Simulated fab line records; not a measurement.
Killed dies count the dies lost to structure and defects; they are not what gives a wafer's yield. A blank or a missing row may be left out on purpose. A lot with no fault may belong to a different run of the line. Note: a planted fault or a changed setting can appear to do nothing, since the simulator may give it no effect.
Which tool was responsible? / flow berkeley cmos170 / at 1 step of a route of 331, 14 lots with 42 wafers sampled

## WHAT THE GAUGES READ, wafer by wafer
UCB170_SDANNEAL_RS_MEAS_03: the measuring method here is four-point-probe. Usual: NSD_RS 37.20 ohm/sq, standard deviation 0.092.
lot=L234; measured=day 6 11:25; on=film metro-04; NSD_RS (ohm/sq)=37.12 37.07 37.01; flag=
lot=L236; measured=day 6 21:40; on=film metro-02; NSD_RS (ohm/sq)=37.30 37.29 37.23; flag=
lot=L235; measured=day 6 21:53; on=film metro-04; NSD_RS (ohm/sq)=37.07 37.09 37.07; flag=
lot=L238; measured=day 7 01:35; on=film metro-02; NSD_RS (ohm/sq)=37.29 37.27 37.41; flag=
lot=L239; measured=day 7 01:47; on=film metro-04; NSD_RS (ohm/sq)=37.19 37.16 37.17; flag=
lot=L237; measured=day 7 01:59; on=film metro-03; NSD_RS (ohm/sq)=37.22 37.16 37.13; flag=
lot=L241; measured=day 7 19:02; on=film metro-02; NSD_RS (ohm/sq)=37.20 37.24 37.31; flag=
lot=L244; measured=day 9 02:31; on=film metro-03; NSD_RS (ohm/sq)=37.17 37.30 37.16; flag=
lot=L248; measured=day 9 20:09; on=film metro-04; NSD_RS (ohm/sq)=37.23 37.19 37.14; flag=
lot=L247; measured=day 9 20:19; on=film metro-02; NSD_RS (ohm/sq)=37.27 37.31 37.23; flag=
lot=L252; measured=day 10 17:57; on=film metro-02; NSD_RS (ohm/sq)=37.31 37.11 37.25; flag=
lot=L254; measured=day 11 09:49; on=film metro-02; NSD_RS (ohm/sq)=37.36 37.32 37.45; flag=
lot=L255; measured=day 11 10:25; on=film metro-04; NSD_RS (ohm/sq)=37.04 37.13 37.25; flag=
lot=L257; measured=day 12 15:53; on=film metro-02; NSD_RS (ohm/sq)=37.27 37.45 37.33; flag=

## WHICH TOOL RAN EACH LOT (tool, then ch and the chambers of the sampled wafers, then the start)
The record shows no process step preceding these readings.

## WHAT THE TOOLS THEMSELVES READ (means of the sampled wafers that have a number; where no wafer has one, the mark that the record gives instead)
The record holds no such reading with a usual standard deviation.

## THE ANSWER, worked out from the rows above alone
Rule: a lot is off if the mean of its wafers that have a number lies more than 3 standard deviations from the usual mean. A lot without any number at a reading at which 4 lots or more have one is off too. All remaining lots with rows at the step are treated as sound. First the gauges in route order, then the tools' own readings, where a lot's mean is used as printed above. At the first step where some lot is off, the reading lying furthest off is the one used; lots without a number count as furthest.
No lot is off at any reading shown: from this, nothing can be told.

## WHAT THE SIMULATOR PUT IN
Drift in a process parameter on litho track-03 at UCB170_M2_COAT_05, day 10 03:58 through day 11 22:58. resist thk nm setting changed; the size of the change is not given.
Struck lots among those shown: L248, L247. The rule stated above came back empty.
